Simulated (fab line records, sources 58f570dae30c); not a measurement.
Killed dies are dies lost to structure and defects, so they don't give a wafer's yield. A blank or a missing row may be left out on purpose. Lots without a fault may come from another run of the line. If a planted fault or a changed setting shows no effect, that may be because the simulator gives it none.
Which tool did it? + flow berkeley-cmos170 + 42 wafers from 14 lots sampled at 5 of the route's 331 steps

## WHAT EACH GAUGE READ, for each wafer
UCB170_NWELL_THK_MEAS_05.
| lot  | measured    | on            | NWELL_NITRIDE_THK (nm) |
|------|-------------|---------------|------------------------|
| L811 | day 2 10:41 | film-metro-03 | 223.9 226.4 225.2      |
| L812 | day 2 12:48 | film-metro-01 | 222.4 222.5 221.5      |
| L813 | day 2 12:48 | film-metro-03 | 225.5 225.4 225.4      |
| L816 | day 3 02:05 | film-metro-01 | 226.5 224.9 225.4      |
| L817 | day 3 11:05 | film-metro-01 | 224.6 227.0 223.6      |
| L818 | day 3 18:01 | film-metro-01 | 223.6 222.5 222.8      |
| L819 | day 4 00:23 | film-metro-01 | 224.7 224.1 224.6      |
| L821 | day 4 12:42 | film-metro-04 | 222.1 221.5 223.2      |
| L822 | day 4 12:42 | film-metro-01 | 222.0 222.8 224.4      |
| L824 | day 5 00:32 | film-metro-01 | 206.0 204.3 205.1      |
| L825 | day 5 07:46 | film-metro-01 | 204.5 206.4 204.7      |
| L832 | day 6 19:11 | film-metro-01 | 227.1 226.5 226.0      |
| L833 | day 6 19:10 | film-metro-03 | 222.2 223.1 221.2      |
| L834 | day 7 00:49 | film-metro-01 | 228.3 228.2 226.0      |

UCB170_NWELL_OVL_MEAS_12.
| lot  | measured    | on         | NWELL_OVL (nm) |
|------|-------------|------------|----------------|
| L811 | day 2 12:20 | overlay-01 | 7 0 0          |
| L812 | day 2 13:58 | overlay-02 | 3 -5 6         |
| L813 | day 2 17:01 | overlay-02 | 1 6 -7         |
| L816 | day 3 03:28 | overlay-01 | -3 -2 1        |
| L817 | day 3 12:13 | overlay-01 | 7 4 10         |
| L818 | day 3 19:16 | overlay-02 | 4 8 0          |
| L819 | day 4 02:26 | overlay-02 | 2 -2 -6        |
| L821 | day 4 14:15 | overlay-01 | -4 -6 -1       |
| L822 | day 4 14:14 | overlay-02 | -7 -1 -3       |
| L824 | day 5 01:39 | overlay-01 | 2 8 -1         |
| L825 | day 5 08:40 | overlay-01 | 9 1 -2         |
| L832 | day 6 20:35 | overlay-01 | 1 -8 7         |
| L833 | day 6 20:25 | overlay-02 | 10 4 3         |
| L834 | day 7 01:43 | overlay-01 | 3 1 -2         |

UCB170_FIELD_THK_MEAS_02.
| lot  | measured    | on            | FIELD_OXIDE_THK (nm) |
|------|-------------|---------------|----------------------|
| L811 | day 4 14:48 | film-metro-02 | 552 556 553          |
| L812 | day 4 21:56 | film-metro-01 | 549 562 557          |
| L813 | day 4 21:56 | film-metro-02 | 546 551 556          |
| L816 | day 5 09:55 | film-metro-04 | 549 536 545          |
| L817 | day 5 23:02 | film-metro-01 | 551 555 552          |
| L818 | day 5 23:02 | film-metro-02 | 560 560 559          |
| L819 | day 6 15:08 | film-metro-02 | 580 581 576          |
| L821 | day 6 20:48 | film-metro-04 | 566 569 566          |
| L822 | day 6 20:48 | film-metro-02 | 563 548 552          |
| L824 | day 7 09:08 | film-metro-02 | 549 549 544          |
| L825 | day 7 20:22 | film-metro-04 | 547 545 552          |
| L832 | day 8 22:58 | film-metro-04 | 559 548 547          |
| L833 | day 8 22:56 | film-metro-02 | 549 558 555          |
| L834 | day 9 05:38 | film-metro-01 | 550 559 557          |

## WHAT TOOL EACH LOT RAN ON (gives the tool, then ch and the chambers of the sampled wafers, and finally the start)
| lot  | UCB170_NWELL_CVD_04        | UCB170_ACTIVE_STRIP_16              |
|------|----------------------------|-------------------------------------|
| L811 | lpcvd-01 ch 0, day 2 08:44 | plasma-asher-03 ch 0,1, day 4 06:05 |
| L812 | lpcvd-02 ch 1, day 2 10:52 | plasma-asher-03 ch 0,1, day 4 14:14 |
| L813 | lpcvd-02 ch 0, day 2 10:52 | plasma-asher-04 ch 0,1, day 4 14:09 |
| L816 | lpcvd-01 ch 0, day 3 00:05 | plasma-asher-03 ch 0,1, day 4 22:52 |
| L817 | lpcvd-02 ch 0, day 3 09:08 | plasma-asher-03 ch 0,1, day 5 12:07 |
| L818 | lpcvd-02 ch 0, day 3 16:05 | plasma-asher-03 ch 1, day 5 17:38   |
| L819 | lpcvd-02 ch 0, day 3 22:18 | plasma-asher-01 ch 0, day 6 06:25   |
| L821 | lpcvd-02 ch 1, day 4 10:46 | plasma-asher-03 ch 0,1, day 6 13:20 |
| L822 | lpcvd-02 ch 1, day 4 10:46 | plasma-asher-04 ch 0,1, day 6 12:26 |
| L824 | lpcvd-02 ch 1, day 4 22:34 | plasma-asher-03 ch 0,1, day 7 00:13 |
| L825 | lpcvd-02 ch 1, day 5 05:50 | plasma-asher-04 ch 0,1, day 7 11:17 |
| L832 | lpcvd-01 ch 1, day 6 17:14 | plasma-asher-04 ch 0,1, day 8 16:30 |
| L833 | lpcvd-01 ch 1, day 6 17:14 | plasma-asher-01 ch 0,1, day 8 16:43 |
| L834 | lpcvd-01 ch 0, day 6 22:52 | plasma-asher-03 ch 0,1, day 8 23:05 |
- UCB170_NWELL_CVD_04: deposits Si3N4 from SiH2Cl2/NH3, target thk 224 nm, time 3360 s.
- UCB170_ACTIVE_STRIP_16: strips in O2.

## AS READ BY THE TOOLS THEMSELVES (means over the sampled wafers that have a number; for cases with no such wafer, the mark the record gives instead)
UCB170_NWELL_CVD_04.
| lot  | tool     | spike-tc-load-C (C) | zone-power-centre-pct (%) |
|------|----------|---------------------|---------------------------|
| L811 | lpcvd-01 | 821.2               | 40                        |
| L812 | lpcvd-02 | 824.0               | 33                        |
| L813 | lpcvd-02 | 822.1               | 34                        |
| L816 | lpcvd-01 | 821.5               | 39                        |
| L817 | lpcvd-02 | 822.4               | 34                        |
| L818 | lpcvd-02 | 822.0               | 33                        |
| L819 | lpcvd-02 | 822.3               | 34                        |
| L821 | lpcvd-02 | 825.1               | 33                        |
| L822 | lpcvd-02 | 824.9               | 33                        |
| L824 | lpcvd-02 | 824.9               | 33                        |
| L825 | lpcvd-02 | 824.6               | 32                        |
| L832 | lpcvd-01 | 822.2               | 39                        |
| L833 | lpcvd-01 | 821.3               | 40                        |
| L834 | lpcvd-01 | 821.0               | 40                        |

UCB170_ACTIVE_STRIP_16.
| lot  | tool            | drypump-motor-current-A (A) | oes-product-au (a.u.) | strip-time-to-endpoint-s (s) |
|------|-----------------|-----------------------------|-----------------------|------------------------------|
| L811 | plasma-asher-03 | 5.84                        | 0.723                 | 18.18                        |
| L812 | plasma-asher-03 | 5.74                        | 0.721                 | 18.20                        |
| L813 | plasma-asher-04 | 6.02                        | 0.717                 | 18.03                        |
| L816 | plasma-asher-03 | 5.73                        | 0.724                 | 18.12                        |
| L817 | plasma-asher-03 | 5.75                        | 0.725                 | 18.06                        |
| L818 | plasma-asher-03 | 5.66                        | 0.720                 | 18.04                        |
| L819 | plasma-asher-01 | 5.57                        | 0.720                 | 18.11                        |
| L821 | plasma-asher-03 | 5.74                        | 0.721                 | 18.09                        |
| L822 | plasma-asher-04 | 6.02                        | 0.724                 | 18.10                        |
| L824 | plasma-asher-03 | 5.73                        | 0.719                 | 17.99                        |
| L825 | plasma-asher-04 | 5.94                        | 0.721                 | 18.00                        |
| L832 | plasma-asher-04 | 6.02                        | 0.717                 | 18.13                        |
| L833 | plasma-asher-01 | 5.46                        | 0.721                 | 17.93                        |
| L834 | plasma-asher-03 | 5.81                        | 0.722                 | 18.20                        |

## THE ANSWER, worked out from the rows above alone
Rule: the lots themselves supply what counts as usual. The widest of any qualifying gaps counts: lots, ordered by their means at a reading, are off when they make up no more than a third of the lots, leave a main group of 4 or more, and stand apart from it by 3 or more times the standard deviation of that group's means. Not used: any main group whose means are identical at the precision the tables above print for the reading. Also off: a lot with no number at a reading for which 4 or more lots have one. Where the step has rows for the other lots, those lots are counted as sound. Order of review: gauges by route order, followed by the tools' own readings, for which a lot's mean as printed above is used. At the first step where some lot is off, the reading lying furthest off is the one used; lots without a number count as furthest.
Off: L824, L825, seen at UCB170_NWELL_THK_MEAS_05 (NWELL_NITRIDE_THK). For the main group the mean is 224.4 nm and the standard deviation 1.7.
A tool fits if, at a process step before that reading, it ran every lot that is off, and no sound lot after the first of them. Gauges at UCB170_NWELL_THK_MEAS_05: tried the same way as those tools. One fits: UCB170_NWELL_CVD_04 on lpcvd-02. Its last sound lot is L821 (day 4 10:46), its first lot that is off L824 (day 4 22:34): a fault that began between those two fits.

## WHAT WAS PUT IN BY THE SIMULATOR
Site profile drift: lpcvd-02, from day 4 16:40 on, at UCB170_NWELL_CVD_04. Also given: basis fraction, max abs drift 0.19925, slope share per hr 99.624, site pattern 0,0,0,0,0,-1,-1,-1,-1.
Lots struck among those shown: L824, L825. The same result came from the rule above.
